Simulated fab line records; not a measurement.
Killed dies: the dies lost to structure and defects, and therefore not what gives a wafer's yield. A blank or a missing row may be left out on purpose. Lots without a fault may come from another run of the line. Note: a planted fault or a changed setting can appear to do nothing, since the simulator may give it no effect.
fab line records    flow rit-cmos
record: lots: 6  wafers: 16  last-day: 6
route steps=202 shown CONTACT@183 M1@184
lots that met no fault: from a run of the same line without faults
start-h: start of the lot's first displayed wafer, in hours after the record's first day    wait-h: hours since the lot's step before    " same as the row above    L1.1+2: a row that stands for several wafers    - value missing, or start not given    * or withheld: withheld    < > ~ a bound
route shown NAME@n: a module of which the file shows steps, and the number in the route of the first    usual: mean/standard deviation of fault-free wafers    same: alike in all rows    chamber/n: place in a boat    sites: the reading at each site    _std_site: their standard deviation    _edge_site: the outer-site mean with the inner-site mean subtracted    radius-mm: how far each site lies from the wafer's centre    mask NAME#n: copy n    behind: the most recent tool/chamber to have shaped the wafer    hold: why the lot was held/for how many hours/how that ended    device: the n, p or np transistor that did not switch    end of line: the route-end tests of the same wafers    a step given without rows: its recipe and nothing more    killed: count of dies lost to structure and defects at first sort (not the wafer's yield)    map: per-die view of a wafer (x killed, . not killed, _ where there is no die)
set.NAME: the setting that was run; set.NAME@STEP: the one run at that earlier step    model.NAME: the simulator's own value behind a step, which no gauge read
certain route steps with their lots: each step a table, each wafer a row
services: when a tool's chamber went out of use (start-h, in hours from the record's first day, below 0 if earlier), for how many hours, and the reason
== steps ==
step: RIT_CONTACT_CLEAN_14
recipe: chemistry: SC2  mix: 3:3:50  time-s: 600  temp-c: 75  dry: n2-spin
step: RIT_M1_SPUTTER_00
recipe: material: Al  target-thk-nm: 400  power-w: 2000  chamber-pressure-pa: 0.4  gas: Ar  time-s: 500  substrate-temp-c: 25
usual: throttle-valve-pct: 29.6/1.2
lot.wafer  tool            chamber  start-h  wait-h  throttle-valve-pct
L674.2     pvd-sputter-02  -        73.11    0.0     29.9
L674.3     "               -        "        "       30.5
L674.5     "               -        "        "       30.4
L678.1     pvd-sputter-01  -        95.19    0.0     31.5
L679.1     pvd-sputter-03  -        99.63    0.0     30.0
L679.4     "               -        "        "       29.0
L679.5     "               -        "        "       30.3
L681.4     pvd-sputter-03  -        109.55   0.0     29.0
L681.5     "               -        "        "       27.8
L681.6     "               -        "        "       30.2
L682.1     pvd-sputter-03  -        118.32   0.0     30.4
L682.2     "               -        "        "       29.0
L682.6     "               -        "        "       30.0
L689.2     pvd-sputter-03  -        148.65   0.0     29.5
L689.3     "               -        "        "       30.2
L689.4     "               -        "        "       27.9
step: RIT_M1_RS_MEAS_01
recipe: thk-meas-gauge: four-point-probe  reads: Al_of_M1_SPUTTER_00
usual: M1_AL_RS: 0.0737/0.00072
lot.wafer  tool           chamber  start-h  wait-h  M1_AL_RS[ohm/sq]
L674.2     film-metro-01  -        73.42    0.2     0.0733
L674.3     "              -        "        "       0.0738
L674.5     "              -        "        "       0.0738
L678.1     film-metro-03  -        95.48    0.1     0.0738
L679.1     film-metro-02  -        99.93    0.1     0.0742
L679.4     "              -        "        "       0.0742
L679.5     "              -        "        "       0.0738
L681.4     film-metro-01  -        109.91   0.2     0.0730
L681.5     "              -        "        "       0.0732
L681.6     "              -        "        "       0.0730
L682.1     film-metro-02  -        118.62   0.1     0.0735
L682.2     "              -        "        "       0.0731
L682.6     "              -        "        "       0.0727
L689.2     film-metro-03  -        148.97   0.2     0.0727
L689.3     "              -        "        "       0.0720
L689.4     "              -        "        "       0.0725
step: RIT_M1_THK_MEAS_02
recipe: thk-meas-gauge: xrf  reads: Al_of_M1_SPUTTER_00
usual: M1_AL_THK: 403/4.5
lot.wafer  tool           chamber  start-h  wait-h  M1_AL_THK[nm]
L674.2     film-metro-01  -        73.53    0.1     402
L674.3     "              -        "        "       400
L674.5     "              -        "        "       400
L678.1     film-metro-03  -        95.60    0.1     400
L679.1     film-metro-02  -        100.05   0.1     401
L679.4     "              -        "        "       404
L679.5     "              -        "        "       408
L681.4     film-metro-01  -        110.00   0.1     407
L681.5     "              -        "        "       404
L681.6     "              -        "        "       403
L682.1     film-metro-02  -        118.74   0.1     406
L682.2     "              -        "        "       407
L682.6     "              -        "        "       411
L689.2     film-metro-03  -        149.08   0.1     411
L689.3     "              -        "        "       417
L689.4     "              -        "        "       410
step: RIT_M1_HMDS_03
recipe: prime-time-s: 60  prime-temp-c: 140
step: RIT_M1_COAT_04
recipe: resist: NOVOLAK  spin-rpm: 2000  resist-thk-nm: 1300
step: RIT_M1_SOFTBAKE_05
recipe: resist: NOVOLAK  temp-c: 90  time-s: 60
step: RIT_M1_EXPOSE_06
recipe: mask-id: M12  na: 0.6  source-shape: conventional  sigma-outer: 0.5  target-cd-nm: 2600  dose-mj: 250
step: RIT_M1_PEB_07
recipe: resist: NOVOLAK  temp-c: withheld  time-s: withheld
step: RIT_M1_DEVELOP_08
recipe: resist: NOVOLAK  develop-time-s: 68  dev-temp-c: 23
step: RIT_M1_CD_MEAS_09
recipe: target-cd-nm: 2600
usual: cd-nm: 2600.0/2.5
lot.wafer  tool       chamber  start-h  wait-h  cd-nm
L674.2     cd-sem-02  -        74.74    -       2600.7
L674.3     "          -        "        "       2601.3
L674.5     "          -        "        "       2599.8
L678.1     cd-sem-01  -        96.67    -       2601.7
L679.1     cd-sem-02  -        101.11   -       2602.1
L679.4     "          -        "        "       2604.0
L679.5     "          -        "        "       2601.9
L681.4     cd-sem-02  -        111.14   -       2599.0
L681.5     "          -        "        "       2602.4
L681.6     "          -        "        "       2601.5
L682.1     cd-sem-02  -        120.03   -       2599.3
L682.2     "          -        "        "       2600.2
L682.6     "          -        "        "       2600.2
L689.2     cd-sem-02  -        150.03   -       2599.6
L689.3     "          -        "        "       2600.1
L689.4     "          -        "        "       2599.9
step: RIT_M1_OVL_MEAS_10
usual: M1_OVL: -0.6/1.2
lot.wafer  tool        chamber  start-h  wait-h  M1_OVL[nm]
L674.2     overlay-02  -        74.85    0.1     0.7
L674.3     "           -        "        "       -1.0
L674.5     "           -        "        "       0.4
L678.1     overlay-02  -        96.79    0.1     -1.0
L679.1     overlay-02  -        101.23   0.1     -0.2
L679.4     "           -        "        "       -2.0
L679.5     "           -        "        "       -2.5
L681.4     overlay-02  -        111.22   0.1     -2.1
L681.5     "           -        "        "       -1.2
L681.6     "           -        "        "       -0.3
L682.1     overlay-02  -        120.15   0.1     -2.0
L682.2     "           -        "        "       -2.3
L682.6     "           -        "        "       -2.7
L689.2     overlay-02  -        150.13   0.1     0.2
L689.3     "           -        "        "       -0.1
L689.4     "           -        "        "       -0.8
step: RIT_M1_HARDBAKE_11
recipe: resist: NOVOLAK  temp-c: 140  time-s: 120
usual: exhaust-pa: 44.9/0.95  heater-power-total-W: 52.02/0.064  plate-temp-C: 140.01/0.14
lot.wafer  tool            chamber  start-h  wait-h  exhaust-pa  heater-power-total-W  plate-temp-C
L674.2     litho-track-02  0        75.01    0.2     44.7        52.03                 140.07
L674.3     "               0        "        "       45.2        52.12                 139.87
L674.5     "               0        "        "       43.7        51.94                 139.88
L678.1     litho-track-02  0        96.82    0.0     43.6        53.51                 143.03
L679.1     litho-track-02  0        101.27   0.0     43.1        53.46                 142.99
L679.4     "               0        "        "       45.1        53.39                 143.04
L679.5     "               0        "        "       44.0        53.42                 143.12
L681.4     litho-track-01  0        111.36   0.1     44.4        52.02                 139.83
L681.5     "               0        "        "       45.8        52.02                 139.94
L681.6     "               0        "        "       46.6        52.07                 139.73
L682.1     litho-track-03  0        120.34   0.2     44.8        51.98                 140.08
L682.2     "               0        "        "       44.4        51.97                 139.99
L682.6     "               0        "        "       45.9        52.04                 140.05
L689.2     litho-track-01  0        150.20   0.1     44.8        52.06                 140.00
L689.3     "               0        "        "       44.4        51.94                 140.15
L689.4     "               0        "        "       43.4        51.94                 139.89
step: RIT_M1_METAL_ETCH_12
recipe: stop-on: SiO2  chemistry: Cl2/BCl3  target: Al  time-s: 171.1  over-etch-frac: 0.5  pressure-mtorr: 100  target-depth-a: 6000  rf-w: 250  Cl2_flow_sccm: 60  bcl3-flow-sccm: 50
usual: drypump-motor-current-A: 5.7/0.55  oes-product-au: 0.767/0.01  throttle-valve-pct: 8.22/0.15
same: over-etch-frac: 0.5
lot.wafer  tool          chamber  start-h  wait-h  drypump-motor-current-A  oes-product-au  rf-hours-counter-h  throttle-valve-pct
L674.2     rie-metal-04  1        75.22    0.2     5.1                      0.778           4                   8.09
L674.3     "             1        "        "       5.1                      0.776           -                   8.09
L674.5     "             0        "        "       5.6                      0.767           -                   8.12
L678.1     rie-metal-02  1        97.07    0.2     5.9                      0.754           38                  8.40
L679.1     rie-metal-03  1        101.52   0.2     6.7                      0.767           1                   8.44
L679.4     "             1        "        "       6.8                      0.765           -                   8.45
L679.5     "             1        "        "       6.8                      0.766           -                   8.45
L681.4     rie-metal-02  1        111.54   0.1     5.9                      0.767           -                   8.41
L681.5     "             0        "        "       5.2                      0.790           -                   8.25
L681.6     "             1        "        "       5.9                      0.768           -                   8.41
L682.1     rie-metal-04  1        120.59   0.2     5.0                      0.779           5                   8.10
L682.2     "             0        "        "       5.7                      0.766           4                   8.13
L682.6     "             1        "        "       5.0                      0.777           -                   8.10
L689.2     rie-metal-03  0        150.41   0.2     5.7                      0.770           2                   8.08
L689.3     "             1        "        "       6.8                      0.779           -                   8.43
L689.4     "             0        "        "       5.6                      0.764           -                   8.06
step: RIT_M1_PROBE_99
usual: killed-at-front-end: 7/3.4  killed-dies: 7/3.4  killed-open: 3.4/2  killed-short: 3.6/2.1
same: gross-dies: 264  killed_at_M0_to_M3: 0  killed_at_M4_up: 0  killed-at-back-side: 0  killed-at-contacts: 0  killed-at-other: 0
lot.wafer  tool       chamber  start-h  wait-h  killed-at-front-end  killed-dies  killed-open  killed-short
L678.1     prober-01  -        99.33    0.1     28                   28           2            4
L681.4     prober-02  -        113.89   0.2     3                    3            0            3
L681.5     prober-02  -        113.94   0.2     0                    0            0            0
L681.6     prober-02  -        113.99   0.2     2                    2            1            1
L682.1     prober-01  -        122.84   0.1     12                   12           4            8
L682.2     prober-01  -        122.89   0.1     10                   10           4            6
L682.6     prober-01  -        123.09   0.2     10                   10           3            7
killed by level:class
L678.1 GATE:unspecified=22 SPACER:geometric-particle:short=2 FOX2:geometric-particle:short=1 GATE:geometric-particle:open=1 REOX:geometric-particle:open=1 SILICIDE:geometric-particle:short=1
L681.4 FOX1:geometric-particle:short=1 FOX2:geometric-particle:short=1 GATE:geometric-particle:short=1
L681.5
L681.6 GATE:geometric-particle:open=1 SILICIDE:geometric-particle:short=1
L682.1 SPACER:geometric-particle:short=4 GATE:geometric-particle:short=2 GATE:geometric-particle:open=2 SILICIDE:geometric-particle:short=2 FOX1:geometric-particle:open=1 STARTING-WAFER:geometric-particle:open=1
L682.2 SPACER:geometric-particle:short=3 REOX:geometric-particle:open=2 REOX:geometric-particle:short=2 FOX2:geometric-particle:open=1 GATE:geometric-particle:open=1 GATE:geometric-particle:short=1
L682.6 GATE:geometric-particle:short=3 GATE:geometric-particle:open=2 SPACER:geometric-particle:short=2 REOX:geometric-particle:short=1 SILICIDE:geometric-particle:open=1 SILICIDE:geometric-particle:short=1
== services ==
tool            chamber  start-h  hours  kind
pvd-sputter-02  -        49.62    2.4    repair
rie-metal-03    -        50.10    0.3    repair
pvd-sputter-01  -        73.08    10.8   repair
pvd-sputter-01  -        77.26    5.2    repair
pvd-sputter-01  -        98.21    4.1    repair
pvd-sputter-03  -        102.54   0.7    repair
rie-metal-02    -        136.12   20.0   pm
rie-metal-02    0        136.12   20.0   vent-cycle
rie-metal-02    1        136.12   20.0   vent-cycle
pvd-sputter-03  -        140.36   4.1    repair
== key ==
first-sign: step: RIT_M1_HARDBAKE_11  reading: plate-temp-C  direction: up  sigmas: 22  usual: *  struck: *
effect: step: RIT_M1_HARDBAKE_11  reading: heater-power-total-W  direction: up  sigmas: 22  usual: 52.02  struck: 53.44
met-at RIT_M1_HARDBAKE_11
struck-wafers L678.1,L679.1,L679.4,L679.5
tester-left-out L678
onset-between 75.01 96.82
earlier-fault: kind: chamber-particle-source  tool: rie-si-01  chamber: 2  onset-h: 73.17  steps: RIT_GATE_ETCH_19  rate-per-visit-cm2: 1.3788  end-h: 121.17
fault: kind: process-parameter-drift  tool: litho-track-02  chamber: -  onset-h: 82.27  steps: RIT_M1_HARDBAKE_11  channel: temp-c  offset: *  shape: step  acts-in: *  stated: *
tester-left-out: of these lots the tester's yield and bins aren't shown, on N5 and GAA mostly nor the transistor test; their killed dies are dies lost to structure and defects alone, not to doping, threshold or leakage, so they don't give the yield
